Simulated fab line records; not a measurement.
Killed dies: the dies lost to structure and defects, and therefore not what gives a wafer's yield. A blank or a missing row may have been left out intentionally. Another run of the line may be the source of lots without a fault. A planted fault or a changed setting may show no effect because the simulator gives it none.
Tool commonality check	flow berkeley cmos170	Sampled: 14 lots, 42 wafers

## WHY THIS WAS OPENED
At UCB170_PLDD_TW_MEAS_11 the reading PLDD_TW is flagged on 2 of 14 lots. No-fault wafers: 1009, standard deviation 6.6.
Rule: a lot is flagged in two cases, either no wafer of it has a number, or all its wafers with numbers fall more than 4 standard deviations from that mean. All remaining lots are regarded as sound.

lot	measured	on	PLDD_TW, wafer by wafer	flag
L452	day 6 14:34	film metro-01	997 1000 1001	
L453	day 6 14:37	film metro-01	1003 1007 998	
L454	day 7 01:22	film metro-01	1012 1010 1010	
L456	day 7 07:08	film metro-04	1014 1015 1013	
L457	day 7 11:28	film metro-03	1005 1003 1006	
L458	day 7 11:58	film metro-04	1007 1013 1013	
L461	day 8 09:15	film metro-01	1002 1002 1008	
L463	day 8 16:19	film metro-04	1014 1008 1001	
L464	day 8 16:56	film metro-03	1025 1021 1019	
L466	day 9 01:52	film metro-03	954 963 957	FLAGGED
L465	day 9 02:20	film metro-01	999 1005 1001	
L470	day 9 21:55	film metro-04	954 952 955	FLAGGED
L472	day 10 04:47	film metro-03	1011 1010 1020	
L475	day 10 12:58	film metro-03	1011 1017 1014	
Average over the flagged lots: 956; offset from the usual -53, equal to -8 standard deviations.

## EACH LOT AND THE TOOL IT RAN ON
Before the reading, the record contains 2 process steps out of a 331-step route. In each cell: the tool, then ch and the chambers that the sampled wafers went through, then the start.
lot	flag	UCB170_ZERO_STRIP_07	UCB170_PLDD_IMPLANT_09
L452		plasma asher-04 ch 0,1, day 1 16:28	implanter-02 ch 0, day 6 14:19
L453		plasma asher-04 ch 0,1, day 1 22:25	implanter-04 ch 0, day 6 14:22
L454		plasma asher-04 ch 1, day 2 05:15	implanter-04 ch 0, day 7 01:07
L456		plasma asher-01 ch 0,1, day 2 13:55	implanter-04 ch 0, day 7 06:54
L457		plasma asher-01 ch 1, day 2 21:31	implanter-02 ch 0, day 7 11:10
L458		plasma asher-03 ch 0,1, day 3 00:36	implanter-02 ch 0, day 7 11:44
L461		plasma asher-04 ch 0,1, day 3 23:10	implanter-01 ch 0, day 8 09:01
L463		plasma asher-04 ch 0,1, day 4 07:29	implanter-04 ch 0, day 8 16:04
L464		plasma asher-03 ch 0,1, day 4 07:19	implanter-02 ch 0, day 8 16:41
L466	FLAGGED	plasma asher-04 ch 0,1, day 4 15:13	implanter-04 ch 0, day 9 01:37
L465		plasma asher-04 ch 0,1, day 4 14:56	implanter-02 ch 0, day 9 02:05
L470	FLAGGED	plasma asher-04 ch 0,1, day 5 17:01	implanter-04 ch 0, day 9 21:41
L472		plasma asher-03 ch 0,1, day 5 23:37	implanter-02 ch 0, day 10 04:34
L475		plasma asher-01 ch 0,1, day 6 12:06	implanter-01 ch 0, day 10 12:43
These steps, and what they do:
- UCB170_ZERO_STRIP_07: strips in O2.
- UCB170_PLDD_IMPLANT_09
- UCB170_PLDD_TW_MEAS_11

## FLAGGED OVER TOTAL, TOOL BY TOOL (the gauges that took the reading come last)
step	tool	lots run	flagged	share of the flagged lots	sound lots run after its first flagged lot
UCB170_ZERO_STRIP_07	plasma asher-01	3	0	none	-
UCB170_ZERO_STRIP_07	plasma asher-03	3	0	none	-
UCB170_ZERO_STRIP_07	plasma asher-04	8	2	all	0
UCB170_PLDD_IMPLANT_09	implanter-01	2	0	none	-
UCB170_PLDD_IMPLANT_09	implanter-02	6	0	none	-
UCB170_PLDD_IMPLANT_09	implanter-04	6	2	all	0
UCB170_PLDD_TW_MEAS_11	film metro-01	5	0	none	-
UCB170_PLDD_TW_MEAS_11	film metro-03	5	1	some	2 (L472,L475)
UCB170_PLDD_TW_MEAS_11	film metro-04	4	1	some	0

## THE TABLE: WHAT IT ALLOWS
Every flagged lot went through 2 rows of the table: plasma asher-04 at UCB170_ZERO_STRIP_07 and implanter-04 at UCB170_PLDD_IMPLANT_09.
- plasma asher-04 at UCB170_ZERO_STRIP_07: 2 of its 8 lots flagged. It ran its last sound lot, L465, at day 4 14:56 and its first flagged lot, L466, at day 4 15:13: a fault with its onset between the two fits.
- implanter-04 at UCB170_PLDD_IMPLANT_09: 2 of its 6 lots flagged. It ran its last sound lot, L463, at day 8 16:04 and its first flagged lot, L466, at day 9 01:37: a fault with its onset between the two fits. Its own readings lie more than 4 standard deviations out on every wafer of the flagged lots: dose ions cm2, faraday current uA.
A lot count leaves these 2 tools indistinguishable: every one of them fits a fault beginning at some hour. More lots, or a look at what each step does to the wafer, might.

## WHAT HAD BEEN PUT IN BY THE SIMULATOR
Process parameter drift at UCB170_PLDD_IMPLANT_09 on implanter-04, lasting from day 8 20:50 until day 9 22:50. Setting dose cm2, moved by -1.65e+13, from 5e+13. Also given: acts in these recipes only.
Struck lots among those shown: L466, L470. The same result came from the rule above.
